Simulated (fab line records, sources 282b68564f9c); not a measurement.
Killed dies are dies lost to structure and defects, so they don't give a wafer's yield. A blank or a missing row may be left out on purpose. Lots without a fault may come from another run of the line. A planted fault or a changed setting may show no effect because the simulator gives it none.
One fault seen from 2 desks | flow rit_cmos | each desk has only its own numbers; what lay behind them comes last

THE TOOL OWNER'S DESK: lpcvd-01
The tool's own readings at RIT_GATE_CVD_08 (deposits poly-Si from SiH4, target thk 250 nm, time 2220 s): means of the sampled wafers that have a number, for each lot that ran on this tool. A lot is out of limits, marked OUT, if its mean lies more than 4 standard deviations from the usual mean; the brackets give that distance.
Columns: A = pressure_mtorr at RIT_GATE_CVD_08, usual 299.8 mTorr; B = zone_power_source_pct at RIT_GATE_CVD_08, usual 11.1 %
lot  | first seen here | A                       | B
L710 | day 3 15:38     | 299.5                   | 11.1
L714 | day 4 05:40     | 299.7                   | 11.7
L715 | day 4 12:47     | 298.8                   | 11.0
L718 | day 5 01:47     | 300.2                   | 11.1
L719 | day 5 04:01     | 299.7                   | 11.8
L723 | day 5 22:51     | 299.8                   | 11.7
L727 | day 7 00:16     | 449.4 (+99 or more) OUT | 11.0
This desk's finding: out of limits on L727; first on L727, day 7 00:16 (pressure_mtorr at RIT_GATE_CVD_08). In limits: L710, L714, L715, L718, L719, L723.

THE METROLOGY DESK
What the gauges read, lot by lot, whatever tool the lot ran on: means of the sampled wafers that have a number. A lot is out of limits, marked OUT, if its mean lies more than 4 standard deviations from the usual mean; the brackets give that distance.
Columns: A = GATE_POLY_THK at RIT_GATE_THK_MEAS_09, usual 249.8 nm
lot  | first seen here | A
L708 | day 3 08:39     | 248.1
L707 | day 3 08:40     | 252.3
L710 | day 3 17:14     | 253.4
L711 | day 4 02:11     | 245.7
L712 | day 4 05:12     | 250.5
L714 | day 4 07:17     | 250.7
L715 | day 4 14:24     | 249.7
L718 | day 5 03:25     | 249.1
L719 | day 5 05:38     | 253.1
L722 | day 5 21:30     | 250.3
L723 | day 6 00:28     | 249.8
L727 | day 7 01:55     | 308.2 (+23) OUT
L729 | day 7 10:58     | 252.5
This desk's finding: out of limits on L727; first on L727, day 7 01:55 (GATE_POLY_THK at RIT_GATE_THK_MEAS_09). In limits: L708, L707, L710, L711, L712, L714, L715, L718, L719, L722, L723, L729.

PUT TOGETHER
The tool owner's desk could have raised an alarm at day 7 00:16, on L727.
The metrology desk could have raised an alarm at day 7 01:55, on L727.
Of the lots named, all ran RIT_GATE_CVD_08 on lpcvd-01.

WHAT THE SIMULATOR HAD PUT IN
Process parameter drift: lpcvd-01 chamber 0, from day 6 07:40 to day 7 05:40, at RIT_GATE_CVD_08. Setting pressure_mtorr, moved by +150, from 300. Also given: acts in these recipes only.
Lots struck among those shown: L727.
Hours from the fault's start to each desk's first reading out of limits: the tool owner's desk, 17; the metrology desk, 18.
